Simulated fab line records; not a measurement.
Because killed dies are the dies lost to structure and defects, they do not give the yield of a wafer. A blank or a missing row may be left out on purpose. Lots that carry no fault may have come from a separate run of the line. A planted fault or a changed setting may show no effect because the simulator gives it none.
Split-lot study / flow berkeley-cmos170 / route with 331 steps; 5 lots, 23 wafers read

## ABOUT THE SPLIT
At UCB170_CONTACT_PEB_13, the setting peb-temp-c was moved away from the recipe's 130 C on 6 of the 23 wafers read, by -2.6% to +1.9%. All remaining wafers had this setting at the recipe value.

## FROM THE SPLIT TO THE READING: what the file shows between them, 5 steps
- UCB170_CONTACT_DEVELOP_14: develop time 45 s
- UCB170_CONTACT_CD_MEAS_15: target cd 700 nm
- UCB170_CONTACT_ETCH_17: etches BARC in N2/H2
- UCB170_CONTACT_ETCH_18: etches PSG in CHF3/CF4/Ar, stops on TiSi2, target depth 840 nm, time 195 s
- UCB170_CONTACT_STRIP_19: strips in O2

## THE READING
Shown in nm: cd-nm at UCB170_CONTACT_CD_MEAS_90, with target cd 700 nm. Fault-free wafers of this fab line usually give 700.1 nm, standard deviation 1.5 nm.

wafer=L076.1; tool, chamber at the split=litho-track-02, 0; peb-temp-c as run, C=130; against the recipe=recipe; cd-nm, nm=698.9; against lot-mates on the recipe=-
wafer=L076.2; tool, chamber at the split=litho-track-02, 0; peb-temp-c as run, C=132.5; against the recipe=+1.9%; cd-nm, nm=713.6; against lot-mates on the recipe=+15.1
wafer=L076.3; tool, chamber at the split=litho-track-02, 0; peb-temp-c as run, C=130; against the recipe=recipe; cd-nm, nm=698.2; against lot-mates on the recipe=-
wafer=L076.4; tool, chamber at the split=litho-track-02, 0; peb-temp-c as run, C=130; against the recipe=recipe; cd-nm, nm=698.5; against lot-mates on the recipe=-
wafer=L076.6; tool, chamber at the split=litho-track-02, 0; peb-temp-c as run, C=132.5; against the recipe=+1.9%; cd-nm, nm=714.7; against lot-mates on the recipe=+16.2
wafer=L079.2; tool, chamber at the split=litho-track-03, 0; peb-temp-c as run, C=130; against the recipe=recipe; cd-nm, nm=700.0; against lot-mates on the recipe=-
wafer=L079.3; tool, chamber at the split=litho-track-03, 0; peb-temp-c as run, C=130; against the recipe=recipe; cd-nm, nm=699.6; against lot-mates on the recipe=-
wafer=L079.4; tool, chamber at the split=litho-track-03, 0; peb-temp-c as run, C=128; against the recipe=-1.5%; cd-nm, nm=685.9; against lot-mates on the recipe=-14.1
wafer=L079.5; tool, chamber at the split=litho-track-03, 0; peb-temp-c as run, C=130; against the recipe=recipe; cd-nm, nm=700.3; against lot-mates on the recipe=-
wafer=L079.6; tool, chamber at the split=litho-track-03, 0; peb-temp-c as run, C=128; against the recipe=-1.5%; cd-nm, nm=685.7; against lot-mates on the recipe=-14.3
wafer=L082.2; tool, chamber at the split=litho-track-02, 0; peb-temp-c as run, C=126.6; against the recipe=-2.6%; cd-nm, nm=676.8; against lot-mates on the recipe=-24.9
wafer=L082.3; tool, chamber at the split=litho-track-02, 0; peb-temp-c as run, C=126.6; against the recipe=-2.6%; cd-nm, nm=676.3; against lot-mates on the recipe=-25.4
wafer=L082.4; tool, chamber at the split=litho-track-02, 0; peb-temp-c as run, C=130; against the recipe=recipe; cd-nm, nm=700.4; against lot-mates on the recipe=-
wafer=L082.5; tool, chamber at the split=litho-track-02, 0; peb-temp-c as run, C=130; against the recipe=recipe; cd-nm, nm=702.1; against lot-mates on the recipe=-
wafer=L082.6; tool, chamber at the split=litho-track-02, 0; peb-temp-c as run, C=130; against the recipe=recipe; cd-nm, nm=702.6; against lot-mates on the recipe=-
wafer=L080.2; tool, chamber at the split=litho-track-02, 0; peb-temp-c as run, C=130; against the recipe=recipe; cd-nm, nm=700.1; against lot-mates on the recipe=-
wafer=L080.3; tool, chamber at the split=litho-track-02, 0; peb-temp-c as run, C=130; against the recipe=recipe; cd-nm, nm=699.0; against lot-mates on the recipe=-
wafer=L080.4; tool, chamber at the split=litho-track-02, 0; peb-temp-c as run, C=130; against the recipe=recipe; cd-nm, nm=699.9; against lot-mates on the recipe=-
wafer=L085.1; tool, chamber at the split=litho-track-01, 0; peb-temp-c as run, C=130; against the recipe=recipe; cd-nm, nm=700.0; against lot-mates on the recipe=-
wafer=L085.2; tool, chamber at the split=litho-track-01, 0; peb-temp-c as run, C=130; against the recipe=recipe; cd-nm, nm=698.8; against lot-mates on the recipe=-
wafer=L085.4; tool, chamber at the split=litho-track-01, 0; peb-temp-c as run, C=130; against the recipe=recipe; cd-nm, nm=699.5; against lot-mates on the recipe=-
wafer=L085.5; tool, chamber at the split=litho-track-01, 0; peb-temp-c as run, C=130; against the recipe=recipe; cd-nm, nm=699.5; against lot-mates on the recipe=-
wafer=L085.6; tool, chamber at the split=litho-track-01, 0; peb-temp-c as run, C=130; against the recipe=recipe; cd-nm, nm=698.3; against lot-mates on the recipe=-

FIT RESULTS
A straight line over all 23 wafers: cd-nm changes by +8.45 nm for each +1% of peb-temp-c; r = +0.99; the points scatter about the line by 1.2 nm.
The same after taking each lot's own level away (the mean of its wafers on the recipe; 23 wafers): +9.06 nm for each +1%; r = +1.00; scatter 0.85 nm.
On that fit, the largest move of peb-temp-c shifts the reading by 24 nm.
From 698.53 to 701.70 nm: that is the span of the lots' own levels, equal to 2.1 times the standard deviation above.
Hence the lot-to-lot level has little effect on the slope; both slopes agree.
Check: -23.7 nm against its lot-mates is what the line predicts for one of the wafers moved furthest among these (-2.6%) when that wafer is left out of the fit. Against them it came out at -24.9 nm.

## THE WHOLE CHAIN: every reading that the file lists as answering this split, in the file's order
step=UCB170_CONTACT_CD_MEAS_15; what it does=target cd 700 nm; reading=cd-nm; change (the file's fit)=+9.32 nm for each +1% of the setting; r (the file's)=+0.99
step=UCB170_CONTACT_ETCH_17; what it does=etches BARC in N2/H2; reading=CONTACT.cd-nm (the simulator's own value, which no gauge read); change (the file's fit)=+9.23 nm for each +1% of the setting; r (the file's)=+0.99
step=UCB170_CONTACT_ETCH_18; what it does=etches PSG in CHF3/CF4/Ar, stops on TiSi2, target depth 840 nm, time 195 s; reading=CONTACT.cd-nm (the simulator's own value, which no gauge read); change (the file's fit)=+9.14 nm for each +1% of the setting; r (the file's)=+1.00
step=UCB170_CONTACT_CD_MEAS_90; what it does=target cd 700 nm; reading=cd-nm; change (the file's fit)=+9.11 nm for each +1% of the setting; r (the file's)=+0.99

## THE FILE'S OWN FIT
cd-nm changes by +9.11 nm for each +1% of peb-temp-c, r = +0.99.
